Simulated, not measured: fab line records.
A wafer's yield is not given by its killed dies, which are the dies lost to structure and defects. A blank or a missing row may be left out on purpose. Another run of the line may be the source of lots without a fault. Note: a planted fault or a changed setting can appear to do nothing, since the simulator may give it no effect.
One fault through the eyes of 2 desks -- flow berkeley_cmos170 -- only its own numbers are on each desk; what lay behind them is given at the end

== METROLOGY DESK ==
What the gauges read, lot by lot, whatever tool the lot ran on: means of the sampled wafers that have a number. If a lot's mean is further than 4 standard deviations from the usual mean, the lot is out of limits and carries the mark OUT (the distance appears in the brackets).
Columns: A = cd_nm at UCB170_GATE_CD_MEAS_12, usual 350.2 nm; B = GATE_OVL at UCB170_GATE_OVL_MEAS_13, usual -1 nm; C = cd_nm at UCB170_GATE_CD_MEAS_90, usual 350.1 nm
lot,first seen here,A,B,C
L797,day 7 10:20,350.7,5,350.6
L809,day 10 10:50,350.4,-0,350.3
L808,day 10 11:07,352.2,-3,351.4
L812,day 10 23:19,348.0,-13,347.6
L818,day 11 22:23,351.4,-2,352.0
Finding of this desk: none of the 5 lots has anything out of limits.

== THE TOOL OWNER'S DESK: krf_scanner-02 ==
The tool's own readings at UCB170_PLDD_EXPOSE_03 (exposes mask PSELECT, target cd 1200 nm): means of the sampled wafers that have a number, for each lot that ran on this tool. If a lot's mean is further than 4 standard deviations from the usual mean, the lot is out of limits and carries the mark OUT (the distance appears in the brackets).
Columns: A = exposure_dose_mJ_cm2 at UCB170_PLDD_EXPOSE_03, usual 29.974; B = stage_vel_mm_s at UCB170_PLDD_EXPOSE_03, usual 499.97 mm/s
lot,first seen here,A,B
L797,day 7 11:37,29.976,499.91
L809,day 10 12:06,29.765 (-7.2) OUT,499.99
This desk's verdict: out of limits on L809, starting with L809 at day 10 12:06 (exposure_dose_mJ_cm2 at UCB170_PLDD_EXPOSE_03). In limits: L797.

== PUT TOGETHER ==
On L809, at day 10 12:06, an alarm was possible from the tool owner's desk.
The metrology desk saw nothing out of limits.
The metrology desk holds a record of L809, inside its limits.
All the named lots went through UCB170_PLDD_EXPOSE_03 on krf_scanner-02.

== WHAT THE SIMULATOR HAD INSERTED ==
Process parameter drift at UCB170_PLDD_EXPOSE_03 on krf_scanner-02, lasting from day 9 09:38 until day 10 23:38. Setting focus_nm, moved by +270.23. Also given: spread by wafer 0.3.
Shown lots that were struck: L809.
Each desk's first reading out of limits, in hours after the fault started: the tool owner's desk, 26.
